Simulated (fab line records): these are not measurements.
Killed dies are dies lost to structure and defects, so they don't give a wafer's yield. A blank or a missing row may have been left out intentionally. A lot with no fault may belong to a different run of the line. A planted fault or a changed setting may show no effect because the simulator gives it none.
fab line records + flow rit_cmos
[record]
- lots = 13
- wafers = 39
- last_day = 8
route steps=202 shown NSD@134 PSD@152 M1@202
lots that met no fault: from a run of the same line without faults
start_h: hours from the record's first day to the start of the lot's first wafer shown + wait_h: hours since the lot's step before + " the same as in the row above + L1.1+2: several wafers, shown together as one row + - no value, or no start was given + * or withheld: withheld + < > ~ a bound
route shown NAME@n: a module of which the file shows steps, and the number in the route of the first + usual: mean/standard deviation taken from wafers without a fault + same: alike in all rows + chamber/n: place in a boat + sites: the reading at each site + _std_site: the values' standard deviation + _edge_site: inner sites' mean taken away from outer sites' mean + radius_mm: how far each site lies from the wafer's centre + mask NAME#n: copy n + behind: the last tool/chamber to shape the wafer + hold: why the lot was held/for how many hours/how that ended + device: the transistor (n, p or np) that didn't switch + end of line: the same wafers' tests at the end of the route + a step given without rows: its recipe and nothing more + killed: at the first sort, the dies lost to defects and structure; wafer yield is something else + map: the dies of a wafer, with x for killed, . for not killed, _ for no die there
set.NAME: the setting the step ran with; set.NAME@STEP: the setting that earlier step ran with + model.NAME: the simulator's own value behind a step, which no gauge read
the route's steps for a sample of lots (tables are steps, rows are wafers)
services: a tool's chamber out of use, with start hour (start_h, from the record's first day; less than 0 if before it), hours out, and reason
[[steps]]
[step RIT_NSD_EXPOSE_03]
[recipe]
- mask_id = M9
- na = 0.57
- target_cd_nm = 40700
- dose_mj = 250
| lot.wafer  | tool             | chamber | start_h | wait_h | mask  |
|------------|------------------|---------|---------|--------|-------|
| L651.1+5+6 | iline_stepper-02 | 0       | 58.34   | 0.2    | M9#0  |
| L652.2+3+6 | iline_stepper-01 | 0       | 64.24   | 0.3    | M9#0  |
| L654.2+5+6 | iline_stepper-02 | 0       | 75.71   | 0.2    | M9#0  |
| L655.1+3+6 | iline_stepper-02 | 0       | 77.41   | 0.1    | M10#0 |
| L663.2+5+6 | iline_stepper-01 | 0       | 123.22  | 0.1    | M9#0  |
| L664.3+4+5 | iline_stepper-02 | 0       | 133.77  | 0.2    | M9#0  |
| L667.1+3+5 | iline_stepper-01 | 0       | 139.56  | 0.1    | M9#0  |
| L666.3+4+6 | iline_stepper-01 | 0       | 147.01  | 0.1    | M9#0  |
| L668.3+5+6 | iline_stepper-01 | 0       | 148.43  | 0.1    | M9#0  |
| L669.2+3+5 | iline_stepper-02 | 0       | 153.64  | 0.2    | M9#0  |
| L670.4+5+6 | iline_stepper-01 | 0       | 162.18  | 0.2    | M9#0  |
| L671.1+3+6 | iline_stepper-02 | 0       | 167.68  | 0.2    | M9#0  |
| L672.3+4+6 | iline_stepper-02 | 0       | 170.26  | 0.1    | M9#0  |
[step RIT_NSD_OVL_MEAS_06]
[usual]
- NSD_OVL = -1.1/1.3
| lot.wafer | tool       | chamber | start_h | wait_h | NSD_OVL[nm] |
|-----------|------------|---------|---------|--------|-------------|
| L651.1    | overlay-01 | -       | 58.74   | -      | 0.1         |
| L651.5    | "          | -       | "       | "      | -1.7        |
| L651.6    | "          | -       | "       | "      | -0.9        |
| L652.2    | overlay-02 | -       | 64.63   | -      | -1.3        |
| L652.3    | "          | -       | "       | "      | -3.7        |
| L652.6    | "          | -       | "       | "      | -1.1        |
| L654.2    | overlay-01 | -       | 76.10   | -      | -4.5        |
| L654.5    | "          | -       | "       | "      | -3.1        |
| L654.6    | "          | -       | "       | "      | -3.3        |
| L655.1    | overlay-01 | -       | 77.81   | -      | -           |
| L655.3    | "          | -       | "       | "      | -           |
| L655.6    | "          | -       | "       | "      | -           |
| L663.2    | overlay-02 | -       | 123.61  | -      | -0.4        |
| L663.5    | "          | -       | "       | "      | 1.1         |
| L663.6    | "          | -       | "       | "      | 2.4         |
| L664.3    | overlay-01 | -       | 134.14  | -      | 0.4         |
| L664.4    | "          | -       | "       | "      | -0.6        |
| L664.5    | "          | -       | "       | "      | -1.6        |
| L667.1    | overlay-02 | -       | 140.01  | -      | 0.1         |
| L667.3    | "          | -       | "       | "      | 1.5         |
| L667.5    | "          | -       | "       | "      | 0.3         |
| L666.3    | overlay-01 | -       | 147.39  | -      | -1.3        |
| L666.4    | "          | -       | "       | "      | -1.2        |
| L666.6    | "          | -       | "       | "      | -1.7        |
| L668.3    | overlay-01 | -       | 148.81  | -      | -0.6        |
| L668.5    | "          | -       | "       | "      | -1.5        |
| L668.6    | "          | -       | "       | "      | 0.5         |
| L669.2    | overlay-01 | -       | 154.02  | -      | 1.2         |
| L669.3    | "          | -       | "       | "      | -0.3        |
| L669.5    | "          | -       | "       | "      | -0.6        |
| L670.4    | overlay-02 | -       | 162.54  | -      | -2.3        |
| L670.5    | "          | -       | "       | "      | -3.8        |
| L670.6    | "          | -       | "       | "      | -1.4        |
| L671.1    | overlay-01 | -       | 168.08  | -      | 0.7         |
| L671.3    | "          | -       | "       | "      | 0.8         |
| L671.6    | "          | -       | "       | "      | 0.3         |
| L672.3    | overlay-01 | -       | 170.63  | -      | -1.7        |
| L672.4    | "          | -       | "       | "      | -2.7        |
| L672.6    | "          | -       | "       | "      | -2.1        |
[step RIT_NSD_TW_MEAS_10]
[usual]
- NSD_TW = 3100/27
| lot.wafer | tool          | chamber | start_h | wait_h | NSD_TW |
|-----------|---------------|---------|---------|--------|--------|
| L651.1    | film_metro-01 | -       | 59.25   | 0.1    | 3122   |
| L651.5    | "             | -       | "       | "      | 3124   |
| L651.6    | "             | -       | "       | "      | 3112   |
| L652.2    | film_metro-01 | -       | 65.14   | 0.1    | 3097   |
| L652.3    | "             | -       | "       | "      | 3150   |
| L652.6    | "             | -       | "       | "      | 3139   |
| L654.2    | film_metro-02 | -       | 76.62   | 0.1    | 3092   |
| L654.5    | "             | -       | "       | "      | 3075   |
| L654.6    | "             | -       | "       | "      | 3072   |
| L655.1    | film_metro-03 | -       | 78.32   | 0.1    | 30     |
| L655.3    | "             | -       | "       | "      | 30     |
| L655.6    | "             | -       | "       | "      | 30     |
| L663.2    | film_metro-02 | -       | 124.12  | 0.1    | 3071   |
| L663.5    | "             | -       | "       | "      | 3094   |
| L663.6    | "             | -       | "       | "      | 3084   |
| L664.3    | film_metro-02 | -       | 134.66  | 0.1    | 3075   |
| L664.4    | "             | -       | "       | "      | 3097   |
| L664.5    | "             | -       | "       | "      | 3060   |
| L667.1    | film_metro-02 | -       | 140.52  | 0.1    | 3080   |
| L667.3    | "             | -       | "       | "      | 3079   |
| L667.5    | "             | -       | "       | "      | 3069   |
| L666.3    | film_metro-01 | -       | 147.91  | 0.1    | 3075   |
| L666.4    | "             | -       | "       | "      | 3066   |
| L666.6    | "             | -       | "       | "      | 3088   |
| L668.3    | film_metro-03 | -       | 149.33  | 0.1    | 3125   |
| L668.5    | "             | -       | "       | "      | 3135   |
| L668.6    | "             | -       | "       | "      | 3127   |
| L669.2    | film_metro-01 | -       | 154.54  | 0.1    | 3085   |
| L669.3    | "             | -       | "       | "      | 3100   |
| L669.5    | "             | -       | "       | "      | 3095   |
| L670.4    | film_metro-03 | -       | 163.06  | 0.1    | 3134   |
| L670.5    | "             | -       | "       | "      | 3134   |
| L670.6    | "             | -       | "       | "      | 3138   |
| L671.1    | film_metro-01 | -       | 168.59  | 0.1    | 3111   |
| L671.3    | "             | -       | "       | "      | 3124   |
| L671.6    | "             | -       | "       | "      | 3104   |
| L672.3    | film_metro-03 | -       | 171.15  | 0.1    | 3139   |
| L672.4    | "             | -       | "       | "      | 3127   |
| L672.6    | "             | -       | "       | "      | 3133   |
[step RIT_PSD_TW_MEAS_10]
[usual]
- PSD_TW = 3417/31
| lot.wafer | tool          | chamber | start_h | wait_h | PSD_TW |
|-----------|---------------|---------|---------|--------|--------|
| L651.1    | film_metro-01 | -       | 60.80   | 0.1    | 3438   |
| L651.5    | "             | -       | "       | "      | 3438   |
| L651.6    | "             | -       | "       | "      | 3446   |
| L652.2    | film_metro-02 | -       | 66.68   | 0.1    | 3357   |
| L652.3    | "             | -       | "       | "      | 3363   |
| L652.6    | "             | -       | "       | "      | 3352   |
| L654.2    | film_metro-02 | -       | 78.04   | 0.1    | 3401   |
| L654.5    | "             | -       | "       | "      | 3381   |
| L654.6    | "             | -       | "       | "      | 3390   |
| L655.1    | film_metro-03 | -       | 79.87   | 0.1    | 3651   |
| L655.3    | "             | -       | "       | "      | 3659   |
| L655.6    | "             | -       | "       | "      | 3630   |
| L663.2    | film_metro-01 | -       | 125.87  | 0.1    | 3438   |
| L663.5    | "             | -       | "       | "      | 3407   |
| L663.6    | "             | -       | "       | "      | 3419   |
| L664.3    | film_metro-01 | -       | 136.08  | 0.1    | 3424   |
| L664.4    | "             | -       | "       | "      | 3422   |
| L664.5    | "             | -       | "       | "      | 3422   |
| L667.1    | film_metro-02 | -       | 142.47  | 0.1    | 3390   |
| L667.3    | "             | -       | "       | "      | 3374   |
| L667.5    | "             | -       | "       | "      | 3363   |
| L666.3    | film_metro-01 | -       | 149.33  | 0.1    | 3407   |
| L666.4    | "             | -       | "       | "      | 3370   |
| L666.6    | "             | -       | "       | "      | 3391   |
| L668.3    | film_metro-03 | -       | 150.95  | 0.1    | 3425   |
| L668.5    | "             | -       | "       | "      | 3427   |
| L668.6    | "             | -       | "       | "      | 3410   |
| L669.2    | film_metro-01 | -       | 155.96  | 0.1    | 3385   |
| L669.3    | "             | -       | "       | "      | 3394   |
| L669.5    | "             | -       | "       | "      | 3399   |
| L670.4    | film_metro-03 | -       | 164.61  | 0.1    | 3424   |
| L670.5    | "             | -       | "       | "      | 3427   |
| L670.6    | "             | -       | "       | "      | 3437   |
| L671.1    | film_metro-03 | -       | 170.34  | 0.1    | 3449   |
| L671.3    | "             | -       | "       | "      | 3436   |
| L671.6    | "             | -       | "       | "      | 3447   |
| L672.3    | film_metro-02 | -       | 172.57  | 0.1    | 3385   |
| L672.4    | "             | -       | "       | "      | 3402   |
| L672.6    | "             | -       | "       | "      | 3378   |
[step RIT_M1_PROBE_99]
[usual]
- killed_at_M0_to_M3 = 0.0/0.083
- killed_at_contacts = 0.1/0.23
- killed_at_front_end = 7/3.1
- killed_dies = 7/3.1
- killed_on_rim = 1.8/1.4
- killed_open = 3.3/2
- killed_short = 3.6/1.9
[same]
- gross_dies = 264
- killed_at_M4_up = 0
- killed_at_back_side = 0
- killed_at_other = 0
| lot.wafer | tool      | chamber | start_h | wait_h | killed_at_M0_to_M3 | killed_at_contacts | killed_at_front_end | killed_dies | killed_on_rim | killed_open | killed_short |
|-----------|-----------|---------|---------|--------|--------------------|--------------------|---------------------|-------------|---------------|-------------|--------------|
| L655.1    | prober-02 | -       | 88.06   | 0.1    | 0                  | 0                  | 264                 | 264         | 70            | 3           | 2            |
| L655.3    | prober-02 | -       | 88.16   | 0.2    | 0                  | 0                  | 264                 | 264         | 70            | 3           | 3            |
| L655.6    | prober-02 | -       | 88.31   | 0.2    | 0                  | 0                  | 264                 | 264         | 70            | 4           | 5            |
// killed by level:class
L655.1 NSD:area_expose=259 ACTIVE:geometric_particle:short=1 GATE:geometric_particle:open=1 REOX:geometric_particle:open=1 SPACER:geometric_particle:short=1 SPACER:geometric_particle:open=1
L655.3 NSD:area_expose=258 GATE:geometric_particle:short=3 SPACER:geometric_particle:open=2 SILICIDE:geometric_particle:open=1
L655.6 NSD:area_expose=255 GATE:geometric_particle:open=3 FOX1:geometric_particle:short=1 GATE:geometric_particle:short=1 REOX:geometric_particle:short=1 SPACER:geometric_particle:short=1 SPACER:geometric_particle:open=1 SILICIDE:geometric_particle:short=1
[[services]]
| tool             | chamber | start_h | hours | kind   |
|------------------|---------|---------|-------|--------|
| iline_stepper-02 | -       | 59.77   | 14.4  | repair |
[[key]]
[first_sign]
- step = RIT_NSD_EXPOSE_03
- reading = mask
- direction = changed
[effect]
- step = RIT_NSD_OVL_MEAS_06
- reading = NSD_OVL
- direction = missing
[effect]
- step = RIT_NSD_TW_MEAS_10
- reading = NSD_TW
- direction = down
- sigmas = 99+
- usual = 3100
- struck = 30
[effect]
- step = RIT_PSD_TW_MEAS_10
- reading = PSD_TW
- direction = up
- sigmas = 7.3
- usual = 3417
- struck = 3647
[effect]
- step = RIT_M1_PROBE_99
- reading = killed_dies
- direction = up
- sigmas = 84
- usual = 7
- struck = 264
[more_kills_born_at]
- RIT_NSD_EXPOSE_03@iline_stepper-02 = 772
met_at RIT_NSD_EXPOSE_03
struck_lots L655
tester_left_out L655
onset_between 75.71 77.41
[fault]
- kind = wrong_mask
- tool = any
- chamber = -
- onset_h = 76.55
- steps = RIT_NSD_EXPOSE_03
- aux_copy = M10#0
- scope = struck_lots_only
// tester_left_out: of these lots the tester's yield and bins aren't shown, on N5 and GAA mostly nor the transistor test; their killed dies are dies lost to structure and defects alone, not to doping, threshold or leakage, so they don't give the yield
